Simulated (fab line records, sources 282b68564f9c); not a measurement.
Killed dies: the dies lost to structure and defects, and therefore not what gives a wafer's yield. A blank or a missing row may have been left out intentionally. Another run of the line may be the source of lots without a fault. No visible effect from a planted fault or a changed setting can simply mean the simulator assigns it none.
The same fault as seen by 2 desks :: flow rit cmos :: each desk holds nothing but its own numbers, with what lay behind them at the end

## FOR THE TOOL OWNER'S DESK: wet bench-01
The tool's own readings at RIT_GATE_CLEAN_01 (cleans in SC1, time 600 s): means of the sampled wafers that have a number, for each lot that ran on this tool. Any lot whose mean is over 4 standard deviations away from the usual mean is out of limits and marked OUT; that distance is given in the brackets.
Columns: A = run length s at RIT_GATE_CLEAN_01, usual 627 s
lot: L889
first seen here: day 2 13:25
A: 627

lot: L892
first seen here: day 3 01:28
A: 627

lot: L893
first seen here: day 3 04:25
A: 727 (+28) OUT

lot: L907
first seen here: day 6 02:09
A: 627
Finding of this desk: L893 out of limits; the first was L893 at day 3 04:25, on run length s at RIT_GATE_CLEAN_01. Within limits: L889, L892, L907.

## AT THE METROLOGY DESK
What the gauges read, lot by lot, whatever tool the lot ran on: means of the sampled wafers that have a number. Any lot whose mean is over 4 standard deviations away from the usual mean is out of limits and marked OUT; that distance is given in the brackets.
Columns: A = cd nm at RIT_ACTIVE_CD_MEAS_11, usual 1399.9 nm; B = cd nm at RIT_GATE_CD_MEAS_90, usual 149.7 nm; C = NLDD_TW at RIT_NLDD_TW_MEAS_10, usual 2501
lot: L889
first seen here: day 1 14:34
A: 1398.9
B: 149.2
C: 2464

lot: L891
first seen here: day 2 01:22
A: 1402.9
B: 147.7
C: 2525

lot: L892
first seen here: day 2 07:18
A: 1403.9
B: 150.0
C: 2523

lot: L893
first seen here: day 2 11:55
A: 1403.5
B: 154.0
C: 2519

lot: L900
first seen here: day 3 21:58
A: 1403.3
B: 150.4
C: 2457

lot: L904
first seen here: day 4 19:13
A: 1397.0
B: 147.1
C: 2514

lot: L905
first seen here: day 4 22:29
A: 1398.3
B: 150.8
C: 2466

lot: L906
first seen here: day 5 03:26
A: 1398.0
B: 146.6
C: 2512

lot: L907
first seen here: day 5 08:34
A: 1399.7
B: 145.3
C: 2509

lot: L908
first seen here: day 5 13:32
A: 1400.1
B: 147.9
C: 2511

lot: L909
first seen here: day 5 18:46
A: 1395.6
B: 152.7
C: 2501

lot: L911
first seen here: day 6 04:52
A: 1399.9
B: 146.6
C: 2520

lot: L912
first seen here: day 6 09:26
A: 1399.5
B: 149.0
C: 2519
This desk's finding: nothing out of limits on any of the 13 lots.

## PUT TOGETHER
On L893, at day 3 04:25, an alarm was possible from the tool owner's desk.
Nothing out of limits was seen by the metrology desk.
The metrology desk holds a record of L893, inside its limits.
Every lot named ran RIT_GATE_CLEAN_01 on wet bench-01.

## WHAT WAS PUT IN BY THE SIMULATOR
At RIT_GATE_CLEAN_01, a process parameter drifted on wet bench-01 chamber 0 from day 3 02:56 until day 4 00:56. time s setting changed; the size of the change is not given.
Lots struck among those shown: L893.
Each desk's first reading out of limits, in hours after the fault started: the tool owner's desk, 1.
